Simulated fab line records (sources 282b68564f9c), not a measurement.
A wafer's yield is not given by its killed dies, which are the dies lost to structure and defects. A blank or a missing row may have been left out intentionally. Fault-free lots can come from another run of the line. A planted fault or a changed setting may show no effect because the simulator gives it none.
fab line records	flow rit-cmos
[record] lots = 6	wafers = 18	last-day = 7
route steps=202 shown NWELL@30 PWELL@39 M1@202
lots with no fault: from the same line, run without faults
start-h: start of the lot's first displayed wafer, in hours after the record's first day	wait-h: how many hours have passed since the lot's step before this one	" identical to the entry in the row above	L1.1+2: one row covering several wafers at once	- no value present, or no start provided	* or withheld: withheld	< > ~ a bound
route shown NAME@n: NAME is a module with steps in the file, n the number in the route of the first one	usual: mean/standard deviation of fault-free wafers	same: alike in all rows	chamber/n: place in a boat	sites: each site's reading	_std_site: their standard deviation	_edge_site: outer sites' mean less inner sites'	radius-mm: how far each site lies from the wafer's centre	mask NAME#n: copy n	behind: the most recent tool/chamber to have shaped the wafer	hold: cause of the lot's hold/its duration in hours/its outcome	device: names the non-switching transistor (n, p or np)	end of line: the route-end tests of the same wafers	a step with no rows: only its recipe	killed: dies that structure and defects cost at the first sort, which is not the same as the wafer's yield	map: the dies of a wafer, with x for killed, . for not killed, _ for no die there
set.NAME: setting as actually run; set.NAME@STEP: the setting as run at that earlier step	model.NAME: the simulator's own value behind a step, which no gauge read
lots at some steps of the route; a table a step, a row a wafer
services: from which hour (start-h, from the record's first day; less than 0 if before it) a tool's chamber was out of use, for how many hours, and why
[[steps]]
[step RIT_NWELL_SOFTBAKE_02]
[recipe] resist = NOVOLAK	temp-c = 90	time-s = 60
[step RIT_NWELL_EXPOSE_03]
[recipe] mask-id = M2	na = 0.57	target-cd-nm = 43900	dose-mj = 250
[step RIT_NWELL_PEB_04]
[recipe] resist = NOVOLAK	temp-c = withheld	time-s = withheld
[step RIT_NWELL_DEVELOP_05]
[recipe] resist = NOVOLAK	develop-time-s = 68	dev-temp-c = 23
[step RIT_NWELL_OVL_MEAS_06]
[usual] NWELL_OVL = 0.6/1.1
lot.wafer	tool	chamber	start-h	wait-h	NWELL_OVL[nm]
L528.1	overlay-02	-	29.56	-	0.3
L528.2	"	-	"	"	1.3
L528.3	"	-	"	"	0.3
L535.1	overlay-01	-	60.53	-	-0.2
L535.5	"	-	"	"	-0.7
L535.6	"	-	"	"	-0.8
L536.1	overlay-01	-	70.44	-	0.8
L536.4	"	-	"	"	1.3
L536.5	"	-	"	"	0.0
L540.2	overlay-02	-	86.22	-	-0.2
L540.4	"	-	"	"	-1.2
L540.5	"	-	"	"	0.9
L541.2	overlay-02	-	90.98	-	0.6
L541.5	"	-	"	"	1.0
L541.6	"	-	"	"	1.7
L548.3	overlay-02	-	126.90	-	2.2
L548.5	"	-	"	"	1.9
L548.6	"	-	"	"	2.2
[step RIT_NWELL_HARDBAKE_07]
[recipe] resist = NOVOLAK	temp-c = 140	time-s = 120
[step RIT_NWELL_IMPLANT_08]
[recipe] species = P	energy-kev = 170	dose-cm2 = 5e+13	tilt-deg = 7
[step RIT_NWELL_STRIP_09]
[recipe] chemistry = O2	time-s = 180	resist = NOVOLAK	platen-temp-c = withheld	power-w = 500	pressure-mtorr = 4000	o2-flow-sccm = 4000
[usual] drypump-motor-current-A = 5.7/0.61	rf-refl-power-W = 5.9/0.68
lot.wafer	tool	chamber	start-h	wait-h	drypump-motor-current-A	rf-hours-counter-h	rf-refl-power-W
L528.1	plasma-asher-04	0	30.00	0.1	6.0	40	6.9
L528.2	"	1	"	"	5.3	40	5.4
L528.3	"	1	"	"	5.3	-	5.5
L535.1	plasma-asher-01	1	60.96	0.1	5.0	39	6.5
L535.5	"	1	"	"	5.0	-	6.8
L535.6	"	0	"	"	6.5	-	5.0
L536.1	plasma-asher-02	1	70.88	0.1	4.9	44	5.9
L536.4	"	1	"	"	4.9	-	5.6
L536.5	"	0	"	"	6.2	-	5.9
L540.2	plasma-asher-02	1	86.65	0.1	4.9	45	5.8
L540.4	"	0	"	"	6.2	-	6.1
L540.5	"	0	"	"	6.2	-	6.1
L541.2	plasma-asher-04	0	91.41	0.1	6.0	46	6.7
L541.5	"	0	"	"	6.0	-	6.7
L541.6	"	1	"	"	5.3	-	5.7
L548.3	plasma-asher-04	1	127.38	0.1	5.3	-	5.6
L548.5	"	0	"	"	6.0	-	6.7
L548.6	"	1	"	"	5.3	-	5.6
[step RIT_NWELL_TW_MEAS_10]
[usual] NWELL_TW = 2140/13
lot.wafer	tool	chamber	start-h	wait-h	NWELL_TW
L528.1	film-metro-02	-	30.17	0.1	2137
L528.2	"	-	"	"	2146
L528.3	"	-	"	"	2129
L535.1	film-metro-04	-	61.14	0.1	2149
L535.5	"	-	"	"	2146
L535.6	"	-	"	"	2141
L536.1	film-metro-04	-	71.05	0.1	2129
L536.4	"	-	"	"	2146
L536.5	"	-	"	"	2143
L540.2	film-metro-04	-	86.83	0.1	2166
L540.4	"	-	"	"	2151
L540.5	"	-	"	"	2169
L541.2	film-metro-01	-	91.60	0.1	2132
L541.5	"	-	"	"	2126
L541.6	"	-	"	"	2142
L548.3	film-metro-02	-	127.52	0.1	2135
L548.5	"	-	"	"	2134
L548.6	"	-	"	"	2136
[step RIT_PWELL_HMDS_00]
[recipe] prime-time-s = 60	prime-temp-c = 140
[step RIT_PWELL_COAT_01]
[recipe] resist = NOVOLAK	spin-rpm = 2000	resist-thk-nm = 1300
[step RIT_PWELL_SOFTBAKE_02]
[recipe] resist = NOVOLAK	temp-c = 90	time-s = 60
[step RIT_PWELL_EXPOSE_03]
[recipe] mask-id = M3	na = 0.57	target-cd-nm = 43700	dose-mj = 250
[usual] exposure-dose-mJ-cm2 = 250.09/0.21	stage-vel-mm-s = 500.00/0.24
lot.wafer	tool	chamber	start-h	wait-h	mask	exposure-dose-mJ-cm2	stage-vel-mm-s	model.PWELL.overlay-x-nm
L528.1	iline-stepper-01	0	30.81	0.2	M3#0	250.38	500.12	-0.2074
L528.2	"	0	"	"	M3#0	250.22	500.07	-0.2074
L528.3	"	0	"	"	M3#0	250.34	500.07	-0.2074
L535.1	iline-stepper-01	0	61.65	0.1	M3#0	250.45	499.85	-0.6404
L535.5	"	0	"	"	M3#0	250.26	500.06	-0.6404
L535.6	"	0	"	"	M3#0	250.47	500.27	-0.6404
L536.1	iline-stepper-01	0	71.56	0.1	M3#0	250.21	500.12	421.3
L536.4	"	0	"	"	M3#0	249.91	500.39	421.3
L536.5	"	0	"	"	M3#0	250.16	500.12	421.3
L540.2	iline-stepper-02	0	87.35	0.1	M3#0	249.99	499.92	-1.014
L540.4	"	0	"	"	M3#0	250.18	499.54	-1.014
L540.5	"	0	"	"	M3#0	250.33	499.75	-1.014
L541.2	iline-stepper-01	0	92.24	0.2	M3#0	249.90	500.60	420
L541.5	"	0	"	"	M3#0	249.90	500.03	420
L541.6	"	0	"	"	M3#0	249.77	500.34	420
L548.3	iline-stepper-02	0	128.05	0.1	M3#0	249.99	499.97	-0.7745
L548.5	"	0	"	"	M3#0	250.07	499.80	-0.7745
L548.6	"	0	"	"	M3#0	249.93	499.51	-0.7745
[step RIT_PWELL_PEB_04]
[recipe] resist = NOVOLAK	temp-c = withheld	time-s = withheld
[step RIT_PWELL_DEVELOP_05]
[recipe] resist = NOVOLAK	develop-time-s = 68	dev-temp-c = 23
[step RIT_PWELL_OVL_MEAS_06]
[usual] PWELL_OVL = -0.4/1.8
lot.wafer	tool	chamber	start-h	wait-h	PWELL_OVL[nm]
L528.1	overlay-02	-	31.24	-	-0.2
L528.2	"	-	"	"	-0.5
L528.3	"	-	"	"	2.4
L535.1	overlay-02	-	62.08	-	1.0
L535.5	"	-	"	"	-0.4
L535.6	"	-	"	"	1.7
L536.1	overlay-01	-	72.13	-	420.4
L536.4	"	-	"	"	421.6
L536.5	"	-	"	"	423.5
L540.2	overlay-01	-	87.77	-	-1.8
L540.4	"	-	"	"	-3.5
L540.5	"	-	"	"	-2.1
L541.2	overlay-01	-	92.75	-	420.7
L541.5	"	-	"	"	420.6
L541.6	"	-	"	"	419.6
L548.3	overlay-01	-	128.45	-	-1.4
L548.5	"	-	"	"	-1.4
L548.6	"	-	"	"	-1.4
[step RIT_PWELL_HARDBAKE_07]
[recipe] resist = NOVOLAK	temp-c = 140	time-s = 120
[step RIT_M1_PROBE_99]
[usual] killed-at-contacts = 0.0/0.22	killed-at-front-end = 7/3.1	killed-dies = 7/3.1	killed-open = 3.5/2.2	killed-short = 3.3/1.9
[same] gross-dies = 264	killed_at_M0_to_M3 = 0	killed_at_M4_up = 0	killed-at-back-side = 0	killed-at-other = 0
lot.wafer	tool	chamber	start-h	wait-h	killed-at-contacts	killed-at-front-end	killed-dies	killed-open	killed-short	model.etest.well-edge-left.line-ohm-um	model.etest.well-edge-right.line-ohm-um	model.etest.iso-nwell-nwell.bv-v	model.etest.iso-nplus-nwell.lateral-log10-a-um
L528.1	prober-01	-	66.46	0.1	0	11	11	7	4	181.8	181.7	21.99	-9.479
L528.2	prober-01	-	66.51	0.1	0	5	5	1	4	183.5	183.6	22.05	-9.42
L528.3	prober-01	-	66.56	0.2	0	4	4	2	2	183.1	184.4	22.01	-9.431
L535.1	prober-01	-	99.08	0.1	0	7	7	2	5	181.7	182	22.07	-9.444
L535.5	prober-01	-	99.28	0.2	0	4	4	3	1	181.1	180.1	22.56	-9.398
L535.6	prober-01	-	99.33	0.2	0	7	7	4	3	182.4	181	21.91	-9.449
L536.1	prober-02	-	108.51	0.1	0	10	10	4	6	228.2	159.9	19.6	-9.497
L536.4	prober-02	-	108.66	0.2	0	6	6	4	2	225.8	163.2	19.73	-9.555
L536.5	prober-02	-	108.71	0.2	0	5	5	5	0	225.7	159.4	19.78	-9.521
L540.2	prober-02	-	122.40	0.1	0	5	5	1	4	184.1	181.4	21.85	-9.43
L540.4	prober-02	-	122.50	0.2	0	6	6	4	2	180.2	183.3	22.24	-9.458
L540.5	prober-02	-	122.55	0.2	0	5	5	4	1	182.6	184.8	22.16	-9.469
L541.2	prober-01	-	128.72	0.1	0	7	7	5	2	224.2	159.9	19.91	-9.528
L541.5	prober-01	-	128.87	0.2	0	9	9	4	5	227.7	159.8	19.64	-9.523
L541.6	prober-01	-	128.92	0.2	1	3	4	1	3	223.4	160	20.06	-9.534
L548.3	prober-02	-	163.75	0.2	0	24	24	13	11	184.3	184.2	22.11	-9.446
L548.5	prober-02	-	163.85	0.2	0	17	17	12	5	183.9	182	22.02	-9.481
L548.6	prober-02	-	163.90	0.2	0	14	14	5	9	181.7	179.9	22.09	-9.466
// killed by level:class
L528.1 GATE:geometric-particle:open=4 FOX1:geometric-particle:open=3 GATE:geometric-particle:short=3 SPACER:geometric-particle:short=1
L528.2 FOX1:geometric-particle:open=1 FOX1:geometric-particle:short=1 GATE:geometric-particle:short=1 REOX:geometric-particle:short=1 SPACER:geometric-particle:short=1
L528.3 GATE:geometric-particle:open=2 FOX2:geometric-particle:short=1 GATE:geometric-particle:short=1
L535.1 REOX:geometric-particle:short=4 GATE:geometric-particle:short=1 REOX:geometric-particle:open=1 SILICIDE:geometric-particle:open=1
L535.5 REOX:geometric-particle:open=2 FOX1:geometric-particle:open=1 GATE:geometric-particle:short=1
L535.6 FOX1:geometric-particle:open=1 GATE:geometric-particle:open=1 REOX:geometric-particle:short=1 REOX:geometric-particle:open=1 SPACER:geometric-particle:short=1 SILICIDE:geometric-particle:open=1 SILICIDE:geometric-particle:short=1
L536.1 SPACER:geometric-particle:short=5 SPACER:geometric-particle:open=2 FOX2:geometric-particle:open=1 GATE:geometric-particle:short=1 GATE:geometric-particle:open=1
L536.4 GATE:geometric-particle:open=3 SPACER:geometric-particle:short=2 FOX1:geometric-particle:open=1
L536.5 GATE:geometric-particle:open=3 REOX:geometric-particle:open=1 SPACER:geometric-particle:open=1
L540.2 GATE:geometric-particle:short=2 FOX2:geometric-particle:short=1 GATE:geometric-particle:open=1 SPACER:geometric-particle:short=1
L540.4 GATE:geometric-particle:open=2 GATE:geometric-particle:short=2 REOX:geometric-particle:open=1 SPACER:geometric-particle:open=1
L540.5 GATE:geometric-particle:open=3 SPACER:geometric-particle:open=1 SPACER:geometric-particle:short=1
L541.2 SPACER:geometric-particle:open=3 SPACER:geometric-particle:short=2 FOX2:geometric-particle:open=1 GATE:geometric-particle:open=1
L541.5 FOX1:geometric-particle:open=2 SILICIDE:geometric-particle:short=2 FOX1:geometric-particle:short=1 GATE:geometric-particle:short=1 SPACER:geometric-particle:short=1 SPACER:geometric-particle:open=1 SILICIDE:geometric-particle:open=1
L541.6 SILICIDE:geometric-particle:short=2 REOX:geometric-particle:open=1 CONTACT:geometric-particle:short=1
L548.3 SPACER:geometric-particle:open=6 GATE:geometric-particle:short=5 SPACER:geometric-particle:short=3 FOX1:geometric-particle:open=2 GATE:geometric-particle:open=2 REOX:geometric-particle:open=2 ACTIVE:geometric-particle:open=1 FOX1:geometric-particle:short=1
L548.5 FOX1:geometric-particle:open=4 GATE:geometric-particle:open=4 REOX:geometric-particle:short=3 GATE:geometric-particle:short=2 REOX:geometric-particle:open=2 FOX2:geometric-particle:open=1 SPACER:geometric-particle:open=1
L548.6 GATE:geometric-particle:short=6 GATE:geometric-particle:open=3 FOX1:geometric-particle:short=1 REOX:geometric-particle:open=1 REOX:geometric-particle:short=1 SPACER:geometric-particle:short=1 SPACER:geometric-particle:open=1
[[services]]
tool	chamber	start-h	hours	kind
plasma-asher-01	-	8.70	2.8	pm
iline-stepper-02	-	39.74	16.8	repair
iline-stepper-02	-	56.49	8.9	pm
plasma-asher-02	-	80.01	1.5	repair
iline-stepper-01	-	98.45	4.4	pm
plasma-asher-04	-	99.22	2.8	pm
plasma-asher-02	-	108.75	9.0	pm
plasma-asher-02	0	108.75	9.0	vent-cycle
plasma-asher-02	1	108.75	9.0	vent-cycle
plasma-asher-02	0	117.75	-	clean
plasma-asher-02	1	117.75	-	clean
[[key]]
[first-sign] step = RIT_PWELL_OVL_MEAS_06	reading = PWELL_OVL	direction = up	sigmas = 99+	usual = -0.4	struck = 421.1
effect none on later readings
[model-effect] step = RIT_PWELL_EXPOSE_03	value = PWELL.overlay-x-nm	without = 0.6521	struck = 420.7
[model-effect] step = RIT_M1_PROBE_99	value = etest.well-edge-left.line-ohm-um	without = 183.1	struck = 225.8
met-at RIT_PWELL_EXPOSE_03
struck-wafers L536.1,L536.4,L536.5,L541.2,L541.5,L541.6
tester-left-out L536,L541
onset-between 61.65 71.56
[fault] kind = scanner-matching-overlay	tool = iline-stepper-01	chamber = -	onset-h = 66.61	steps = RIT_PWELL_EXPOSE_03	offset = 420
// tester-left-out: of these lots the tester's yield and bins aren't shown, on N5 and GAA mostly nor the transistor test; their killed dies are dies lost to structure and defects alone, not to doping, threshold or leakage, so they don't give the yield
